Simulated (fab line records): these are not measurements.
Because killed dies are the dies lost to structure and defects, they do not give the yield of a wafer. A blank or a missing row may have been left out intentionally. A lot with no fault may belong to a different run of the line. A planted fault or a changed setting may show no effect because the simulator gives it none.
Struck lot and sound lot, side by side    flow rit-cmos    43 out of 202 route steps
Sound: these wafers, L696.1, L696.4, L696.5. Struck: wafers L715.1, L715.2, L715.4. Last of all comes the cause.
At each step with rows: each side's tool, then ch and its chambers, then its first start. Under that, the readings that differ: sound wafers    struck wafers    difference of the means    sigmas: that difference in standard deviations of wafers without a fault.
alike: words and numbers the same on both sides, and readings whose means are apart by under 2 such deviations; not compared: readings that were withheld, readings missing a value for some wafer, numbers with overlapping values and no deviation given by the record, and bounds like >300 which may hide the same value.
The two part at a step that has a row with sigmas, a row that says differs or no value, or rows on one side only. Non-overlapping numbers with no deviation appear without sigmas and do not part them. Lack of a reading on every wafer of one side parts them only where that side has two or more wafers.

first, 3 steps without rows for these wafers: RIT_PRETRO_EXPOSE_03 (exposes mask M5, target cd 43700 nm); RIT_PRETRO_PEB_04; RIT_PRETRO_DEVELOP_05 (develop time 68 s).
RIT_PRETRO_OVL_MEAS_06:
  sound: overlay-02 at day 3 00:06; struck: overlay-02 at day 7 01:06
reading          sound        struck          difference  sigmas
PRETRO_OVL (nm)  1.2 1.0 1.3  -2.4 -0.9 -0.7  -2.5        -2
then, 2 steps without rows for these wafers: RIT_PRETRO_HARDBAKE_07 (time 120 s); RIT_PRETRO_IMPLANT_08.
RIT_PRETRO_STRIP_09: strips in O2, time 180 s.
  sound on plasma-asher-01 ch 0,1, day 3 00:32; struck on plasma-asher-03 ch 0,1, day 7 01:41
  alike: drypump-motor-current-A, o2-flow-sccm
  not compared: rf-hours-counter-h
RIT_PRETRO_TW_MEAS_10:
  sound: film-metro-02 at day 3 00:43; struck: film-metro-04 at day 7 01:52
reading    sound        struck       difference  sigmas
PRETRO_TW  474 474 470  480 481 484  +9          +2
then, 4 steps without rows for these wafers: RIT_GATE_WET_ETCH_00 (etches SiO2 in BOE, target depth 56 nm, time 60 s); RIT_GATE_CLEAN_01 (cleans in SC1, time 600 s); RIT_GATE_CLEAN_02 (cleans in dHF, time 30 s); RIT_GATE_CLEAN_03 (cleans in SC2, time 600 s).
RIT_GATE_CLEAN_04: cleans in dHF, time 60 s.
  sound on wet-bench-03 ch 2, day 3 01:11; struck on wet-bench-04 ch 0, day 7 02:41
RIT_FOX2_THK_MEAS_91:
  sound: film-metro-04 at day 3 01:14; struck: film-metro-04 at day 7 02:43
  alike: FIELD_OXIDE_LEFT_2_THK
then, 2 steps without rows for these wafers: RIT_GATE_OXIDATION_05 (target thk 3 nm, ox time 270 s); RIT_GATE_ANNEAL_06 (time 600 s).
RIT_GATE_THK_MEAS_07:
  sound: film-metro-01 at day 3 08:02; struck: film-metro-01 at day 7 05:10
  alike: GATE_OXIDE_THK
then, 1 step without rows for these wafers: RIT_GATE_CVD_08 (deposits poly-Si from SiH4, target thk 250 nm, time 2220 s).
RIT_GATE_THK_MEAS_09:
  sound: film-metro-02 at day 3 09:43; struck: film-metro-04 at day 7 06:51
  alike: GATE_POLY_THK
then, 6 steps without rows for these wafers: RIT_GATE_HMDS_10 (prime time 60 s); RIT_GATE_COAT_11 (resist thk 850 nm); RIT_GATE_SOFTBAKE_12 (time 60 s); RIT_GATE_EXPOSE_13 (exposes mask M6, target cd 150 nm); RIT_GATE_PEB_14; RIT_GATE_DEVELOP_15 (develop time 50 s).
RIT_GATE_CD_MEAS_16: the cd target is 150 nm.
  sound: cd-sem-01 at day 3 10:37; struck: cd-sem-02 at day 7 07:46
  alike: cd-nm
RIT_GATE_OVL_MEAS_17:
  sound: overlay-02 at day 3 10:44; struck: overlay-01 at day 7 07:53
  alike: GATE_OVL
then, 1 step without rows for these wafers: RIT_GATE_HARDBAKE_18 (time 60 s).
RIT_GATE_ETCH_19: etches poly-Si in SF6/CHF3/O2, stops on SiO2, time 165 s, target depth 312.5 nm.
  sound on rie-si-01 ch 2,3, day 3 10:55; struck on rie-si-02 ch 1,2,3, day 7 08:04
  alike: drypump-motor-current-A, oes-product-au, throttle-valve-pct
  not compared: rf-hours-counter-h
RIT_GATE_STRIP_20: strips in O2, time 180 s.
  sound on plasma-asher-03 ch 0,1, day 3 11:02; struck on plasma-asher-04 ch 0,1, day 7 08:10
  alike: drypump-motor-current-A, o2-flow-sccm
  not compared: rf-hours-counter-h
RIT_GATE_CD_MEAS_90: the cd target is 150 nm.
  sound: cd-sem-02 at day 3 11:13; struck: cd-sem-02 at day 7 08:23
  alike: cd-nm
then, 4 steps without rows for these wafers: RIT_REOX_CLEAN_00 (cleans in SC1, time 600 s); RIT_REOX_CLEAN_01 (cleans in dHF, time 30 s); RIT_REOX_CLEAN_02 (cleans in SC2, time 600 s); RIT_REOX_OXIDATION_03 (target thk 25.2 nm, ox time 5580 s).
RIT_REOX_THK_MEAS_04:
  sound: film-metro-04 at day 3 14:16; struck: film-metro-03 at day 7 12:00
  alike: REOX_OXIDE_THK
then, 6 steps without rows for these wafers: RIT_NLDD_HMDS_00 (prime time 60 s); RIT_NLDD_COAT_01 (resist thk 1000 nm); RIT_NLDD_SOFTBAKE_02 (time 60 s); RIT_NLDD_EXPOSE_03 (exposes mask M7, target cd 40700 nm); RIT_NLDD_PEB_04; RIT_NLDD_DEVELOP_05 (develop time 50 s).
RIT_M1_PROBE_99:
  sound: prober-01 at day 4 06:58; struck: prober-02 at day 8 04:43
reading              sound   struck    difference  sigmas
killed-at-front-end  12 7 6  32 33 29  +23         +8
killed-dies          12 7 6  32 33 29  +23         +8
killed-on-rim        2 1 3   10 10 9   +8          +6
killed-short         9 4 5   1 1 2     -5          -2
  alike: killed-at-contacts, killed-open

## WHERE THEY PART
First at RIT_PRETRO_OVL_MEAS_06; last, within this record, at RIT_M1_PROBE_99.

WHY: what had been put in by the simulator
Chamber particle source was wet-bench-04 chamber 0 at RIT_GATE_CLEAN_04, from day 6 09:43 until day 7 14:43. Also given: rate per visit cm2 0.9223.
